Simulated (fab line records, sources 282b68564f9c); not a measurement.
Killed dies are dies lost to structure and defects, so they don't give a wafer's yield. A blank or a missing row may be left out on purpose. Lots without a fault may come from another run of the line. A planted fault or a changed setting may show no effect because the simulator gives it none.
Problem report in the 8D (eight disciplines) form, filled by code | flow rit_cmos | the parts of the form that need people (team, actions taken, sign-off) are left out

1. THE PROBLEM
PWELL_OVL at RIT_PWELL_OVL_MEAS_06 reads a mean of 239.6 nm on 6 wafers of 2 lots; wafers without a fault read -0.4 nm with a standard deviation of 1.4. That is +99 or more standard deviations from the usual mean.
First seen on wafer L491.2, day 5 18:23, on overlay-01. The record holds 42 wafers of 14 lots with a number at this step. Rule for "out", or "out of limits": more than 4 standard deviations from the usual mean. The other wafers with a number count as sound.

2. WHAT IT IS AND WHAT IT IS NOT
question                    | is                     | is not
which readings at this step | PWELL_OVL              | -
which lots                  | L491, L494             | L473, L475, L476, L479, L483, L484, L485, L486, L487, L493, L495, L496
which wafers of those lots  | all that have a number | -
read on which gauges        | overlay-01             | overlay-02
when                        | from day 5 18:23       | up to then (27 sound wafers); but 9 sound wafers of L493, L495, L496 came after

3. SUSPECTS, AND WHAT RULES EACH OUT
Counting: a tool at a process step up to the reading stays a suspect if it ran every lot that is out and no sound lot after the first of them.
- the gauge at RIT_PWELL_OVL_MEAS_06: kept. All the wafers that are out were read on overlay-01, and no step on other tools shows them out.
- iline_stepper-02 at RIT_PWELL_EXPOSE_03 (exposes mask M3, target cd 43700 nm): kept. It ran every lot that is out, first L491 (day 5 17:58), and no sound lot after that; its last sound lot up to then is L484 (day 4 05:46).
Left after counting: iline_stepper-02 at RIT_PWELL_EXPOSE_03, overlay-01 at RIT_PWELL_OVL_MEAS_06.

4. THE CAUSE (what the simulator had put in)
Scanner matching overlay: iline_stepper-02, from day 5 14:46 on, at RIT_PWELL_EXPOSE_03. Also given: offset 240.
Counting left 2 suspects, and this tool is among them.

5. THE CHAIN OF EFFECTS, in route order
Each row: a reading whose mean over the struck wafers that have a number lies more than 3 standard deviations from the usual. Only readings for which the record gives a usual standard deviation are gone through. hours: the time from each lot's start at the first step in this table that gives one to its start at this step, as a median over the lots. sigmas: the change in usual standard deviations.
hours | step                  | reading   | usual   | on struck wafers | change | sigmas
0     | RIT_PWELL_OVL_MEAS_06 | PWELL_OVL | -0.4 nm | 239.6            | +240.0 | +99 or more

6. WHAT WOULD HAVE CAUGHT IT SOONER
In this record the first reading out of limits at a measuring or inspecting step was taken at day 5 18:23, 4 hours after the fault began at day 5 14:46.
Of the lots that are out (2), L494 began RIT_PWELL_EXPOSE_03 on iline_stepper-02 after day 5 18:23. A hold on the tool at that time would have spared it.
